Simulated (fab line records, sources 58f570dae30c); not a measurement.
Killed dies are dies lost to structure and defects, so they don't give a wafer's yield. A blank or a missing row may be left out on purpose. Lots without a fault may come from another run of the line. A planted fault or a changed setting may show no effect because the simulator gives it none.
fab line records | flow berkeley_cmos170
record lots=6 wafers=18 last_day=12
route steps=331 shown NLDD@166 SPACER@171 PSD@175
lots that met no fault: from a run of the same line without faults
start_h: hours from the record's first day to the start of the lot's first wafer shown | wait_h: hours since the lot's step before | " the same as in the row above | L1.1+2: a row that stands for several wafers | - no value, or no start given | * or withheld: withheld | < > ~ a bound
route shown NAME@n: a module of which the file shows steps, and the number in the route of the first | usual: mean/standard deviation of fault-free wafers | same: alike in all rows | chamber/n: place in a boat | sites: the reading at each site | _std_site: their standard deviation | _edge_site: outer sites' mean less inner sites' | radius_mm: how far each site lies from the wafer's centre | mask NAME#n: copy n | behind: the tool/chamber that last shaped the wafer | hold: why the lot was held/for how many hours/how that ended | device: the transistor (n, p or np) that didn't switch | end of line: the same wafers' tests at the end of the route | a step without rows: its recipe alone | killed: dies lost to structure and defects at the first sort, not the wafer's yield | map: a wafer's dies, x killed, . not, _ none there
set.NAME: the setting as run; set.NAME@STEP: as run at that earlier step | model.NAME: the simulator's own value behind a step, which no gauge read
lots at some steps of the route; a table a step, a row a wafer
services: from which hour (start_h, from the record's first day; less than 0 if before it) a tool's chamber was out of use, for how many hours, and why
## steps
# step UCB170_NLDD_IMPLANT_08
# recipe species=As dose_cm2=5e+13 energy_kev=30 tilt_deg=7 rotation_deg=0
# step UCB170_NLDD_IMPLANT_09
# recipe species=As dose_cm2=5e+13 energy_kev=30 tilt_deg=7 rotation_deg=180
# step UCB170_NLDD_STRIP_10
# recipe chemistry=O2 power_w=400 pressure_mtorr=3500 platen_temp_c=withheld o2_flow_sccm=400 overash_fraction=0.5
# usual drypump_motor_current_A=5.6/0.51 oes_product_au=0.734/0.0046 strip_time_to_endpoint_s=21.66/0.06
# columns lot.wafer tool chamber start_h wait_h drypump_motor_current_A oes_product_au rf_hours_counter_h strip_time_to_endpoint_s
L768.1 plasma_asher-01 1 152.14 0.1 5.9 0.739 36 21.67
L768.2 " 0 " " 6.7 0.731 36 21.68
L768.6 " 1 " " 5.9 0.737 - 21.65
L772.1 plasma_asher-01 0 175.24 0.1 6.6 0.737 39 21.77
L772.4 " 1 " " 5.9 0.737 - 21.73
L772.6 " 0 " " 6.6 0.736 - 21.78
L777.1 plasma_asher-03 1 211.21 0.1 5.7 0.726 11 21.59
L777.3 " 0 " " 5.6 0.728 - 21.64
L777.4 " 1 " " 5.7 0.733 - 21.64
L778.2 plasma_asher-01 1 211.50 0.1 5.8 0.739 43 21.74
L778.4 " 1 " " 5.8 0.734 - 21.69
L778.5 " 0 " " 6.6 0.725 - 21.71
L781.2 plasma_asher-03 0 224.84 0.1 5.6 0.725 12 21.78
L781.3 " 1 " " 5.7 0.736 - 21.83
L781.4 " 0 " " 5.6 0.732 - 21.86
L783.2 plasma_asher-03 0 236.69 0.1 5.6 0.737 13 21.67
L783.5 " 1 " " 5.8 0.736 - 21.62
L783.6 " 0 " " 5.6 0.730 - 21.64
# step UCB170_NLDD_TW_MEAS_11
# usual NLDD_TW=2230/12
# columns lot.wafer tool chamber start_h wait_h NLDD_TW
L768.1 film_metro-01 - 152.24 0.1 2229
L768.2 " - " " 2248
L768.6 " - " " 2242
L772.1 film_metro-02 - 175.34 0.1 2255
L772.4 " - " " 2261
L772.6 " - " " 2256
L777.1 film_metro-01 - 211.31 0.1 2222
L777.3 " - " " 2231
L777.4 " - " " 2232
L778.2 film_metro-04 - 211.61 0.1 2230
L778.4 " - " " 2216
L778.5 " - " " 2228
L781.2 film_metro-02 - 224.95 0.1 2230
L781.3 " - " " 2230
L781.4 " - " " 2223
L783.2 film_metro-04 - 236.80 0.1 2239
L783.5 " - " " 2222
L783.6 " - " " 2231
# step UCB170_NLDD_CLEAN_12
# recipe chemistry=SPM temp_c=120 time_s=600
# step UCB170_SPACER_CVD_00
# recipe material=SiO2 target_thk_nm=376 temp_c=390 precursor=TEOS/O2 time_s=47 rf_w=550 pressure_mtorr=9000
# usual heater_power_w=269/54 rf_fwd_power_W=543.9/2
# columns lot.wafer tool chamber start_h wait_h heater_power_w rf_fwd_power_W
L768.1 pecvd-04 0 152.47 0.0 306 544.9
L768.2 " 2 " " 209 545.6
L768.6 " 1 " " 215 543.5
L772.1 pecvd-02 2 175.59 0.0 226 545.7
L772.4 " 0 " " 342 546.0
L772.6 " 2 " " 226 548.4
L777.1 pecvd-03 1 211.54 0.0 287 544.3
L777.3 " 1 " " 299 539.3
L777.4 " 2 " " 260 543.3
L778.2 pecvd-02 2 211.83 0.0 213 544.8
L778.4 " 0 " " 309 541.1
L778.5 " 1 " " 303 543.6
L781.2 pecvd-04 1 225.54 0.0 244 542.7
L781.3 " 2 " " 273 545.9
L781.4 " 2 " " 185 547.0
L783.2 pecvd-03 1 237.03 0.0 280 543.5
L783.5 " 1 " " 289 543.1
L783.6 " 2 " " 243 542.5
# step UCB170_SPACER_THK_MEAS_01
# recipe reads=SiO2_of_SPACER_CVD_00
# usual SPACER_TEOS_THK=377/4.8
# columns lot.wafer tool chamber start_h wait_h SPACER_TEOS_THK[nm]
L768.1 film_metro-03 - 152.52 0.0 373
L768.2 " - " " 372
L768.6 " - " " 383
L772.1 film_metro-03 - 175.63 0.0 372
L772.4 " - " " 375
L772.6 " - " " 378
L777.1 film_metro-03 - 211.61 0.0 379
L777.3 " - " " 379
L777.4 " - " " 377
L778.2 film_metro-01 - 211.89 0.0 376
L778.4 " - " " 382
L778.5 " - " " 386
L781.2 film_metro-02 - 225.59 0.0 380
L781.3 " - " " 380
L781.4 " - " " 382
L783.2 film_metro-01 - 237.08 0.0 374
L783.5 " - " " 378
L783.6 " - " " 381
# step UCB170_SPACER_ANNEAL_02
# recipe temp_c=900 time_s=1800 ambient=N2
# step UCB170_SPACER_ETCHBACK_03
# recipe stop_on=Si target=SiO2 chemistry=CHF3/CF4/Ar CHF3_flow_sccm=50 cf4_flow_sccm=10 Ar_flow_sccm=120 pressure_mtorr=200 rf_w=500 target_depth_a=3760 time_s=100
# usual cf4_flow_sccm=10.004/0.029 drypump_motor_current_A=5.3/0.41 oes_product_au=0.906/0.013 rf_fwd_power_W=497.2/1.5 throttle_valve_pct=6.47/0.11
# columns lot.wafer tool chamber start_h wait_h cf4_flow_sccm drypump_motor_current_A oes_product_au rf_fwd_power_W rf_hours_counter_h throttle_valve_pct
L768.1 rie_diel-03 0 155.63 0.0 10.013 5.8 0.915 493.8 79 6.45
L768.2 " 3 " " 10.041 5.7 0.910 498.6 37 6.33
L768.6 " 3 " " 9.950 5.7 0.933 495.8 - 6.36
L772.1 rie_diel-03 2 179.93 0.0 9.994 6.0 0.898 498.2 35 6.35
L772.4 " 3 " " 10.013 5.7 0.911 498.7 38 6.35
L772.6 " 2 " " 9.978 6.0 0.904 496.8 - 6.35
L777.1 rie_diel-01 2 216.40 0.0 9.998 4.7 0.898 497.7 22 6.45
L777.3 " 3 " " 9.942 4.9 0.903 496.6 71 6.36
L777.4 " 1 " " 10.053 5.2 0.906 499.2 22 6.58
L778.2 rie_diel-02 0 216.40 0.0 9.988 5.2 0.871 500.1 83 6.61
L778.4 " 2 " " 10.028 6.0 0.909 496.4 21 6.43
L778.5 " 0 " " 10.016 5.1 0.900 501.3 - 6.60
L781.2 rie_diel-01 1 228.50 0.0 9.968 5.2 0.911 498.6 22 6.57
L781.3 " 2 " " 9.992 4.7 0.898 500.4 23 6.44
L781.4 " 3 " " 9.985 5.0 0.909 499.1 71 6.35
L783.2 rie_diel-03 1 240.43 0.0 9.930 5.0 0.897 495.8 78 6.53
L783.5 " 2 " " 10.040 6.0 0.904 497.4 - 6.35
L783.6 " 1 " " 9.967 5.0 0.903 496.9 - 6.54
# step UCB170_PSD_HMDS_00
# recipe prime_time_s=60 prime_temp_c=100
# step UCB170_PSD_COAT_01
# recipe resist=KrF spin_rpm=1500 resist_thk_nm=900
# step UCB170_PSD_SOFTBAKE_02
# recipe resist=KrF temp_c=130 time_s=60
# step UCB170_PSD_EXPOSE_03
# recipe mask_id=PSELECT_MOD na=0.5 sigma_outer=0.6 source_shape=conventional target_cd_nm=1200 dose_mj=30
# usual exposure_dose_mJ_cm2=29.999/0.03 focus_offset_nm=0.0/0.52
# columns lot.wafer tool chamber start_h wait_h mask exposure_dose_mJ_cm2 focus_offset_nm
L768.1 krf_scanner-02 0 156.49 0.3 PSELECT_MOD#0 29.949 0.4
L768.2 " 0 " " PSELECT_MOD#0 29.976 0.1
L768.6 " 0 " " PSELECT_MOD#0 30.006 0.3
L772.1 krf_scanner-01 0 180.90 0.6 PSELECT_MOD#0 29.952 -0.4
L772.4 " 0 " " PSELECT_MOD#0 29.939 -0.3
L772.6 " 0 " " PSELECT_MOD#0 29.955 -0.7
L777.1 krf_scanner-01 - 216.92 0.1 PSELECT_MOD#0 - -
L777.3 " - " " PSELECT_MOD#0 - -
L777.4 " - " " PSELECT_MOD#0 - -
L778.2 krf_scanner-01 - 217.13 0.1 PSELECT_MOD#0 - -
L778.4 " - " " PSELECT_MOD#0 - -
L778.5 " - " " PSELECT_MOD#0 - -
L781.2 krf_scanner-01 0 229.19 0.1 PSELECT_MOD#0 30.010 0.3
L781.3 " 0 " " PSELECT_MOD#0 29.998 0.1
L781.4 " 0 " " PSELECT_MOD#0 29.991 0.4
L783.2 krf_scanner-02 0 241.22 0.3 PSELECT_MOD#0 30.010 0.8
L783.5 " 0 " " PSELECT_MOD#0 29.954 -1.4
L783.6 " 0 " " PSELECT_MOD#0 29.954 -0.6
# step UCB170_PSD_PEB_04
# recipe peb_temp_c=130 peb_time_s=withheld resist=KrF
## services
# columns tool chamber start_h hours kind
krf_scanner-02 - 131.87 1.1 repair
pecvd-04 - 135.50 14.0 pm
pecvd-04 0 135.50 14.0 vent_cycle
pecvd-04 1 135.50 14.0 vent_cycle
pecvd-04 2 135.50 14.0 vent_cycle
krf_scanner-01 - 145.00 1.0 pm
pecvd-02 2 145.56 4.2 repair
krf_scanner-01 - 155.07 1.3 pm
rie_diel-01 - 170.48 0.4 repair
rie_diel-02 3 170.53 3.1 repair
krf_scanner-02 - 189.43 0.8 pm
pecvd-02 - 193.12 0.3 repair
krf_scanner-01 0 195.10 - calibration
pecvd-03 0 198.97 29.8 repair
krf_scanner-02 - 200.22 3.8 repair
krf_scanner-02 - 203.98 1.3 pm
krf_scanner-01 - 205.28 4.0 pm
rie_diel-03 - 213.80 1.6 repair
rie_diel-02 - 216.74 2.8 pm
rie_diel-03 2 223.10 14.8 repair
plasma_asher-01 - 223.40 2.8 pm
krf_scanner-01 - 231.39 3.6 pm
rie_diel-02 3 233.47 3.3 repair
krf_scanner-01 - 234.94 0.8 pm
## key
first_sign step=UCB170_PSD_EXPOSE_03 reading=tool_record direction=missing
effect none on later readings
met_at UCB170_PSD_EXPOSE_03
struck_wafers L777.1,L777.3,L777.4,L778.2,L778.4,L778.5
sort_left_out L777.1,L777.3,L777.4,L778.2,L778.4,L778.5
tester_left_out L777,L778
onset_between 180.90 216.92
fault kind=skipped_step_whole tool=krf_scanner-01 chamber=- onset_h=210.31 steps=UCB170_PSD_EXPOSE_03 scope=struck_lots_only
# tester_left_out: of these lots the tester's yield and bins aren't shown, on N5 and GAA mostly nor the transistor test; their killed dies are dies lost to structure and defects alone, not to doping, threshold or leakage, so they don't give the yield
# sort_left_out: the simulated sort isn't trusted on such a fault, so these wafers' sort isn't shown, and their yield isn't known
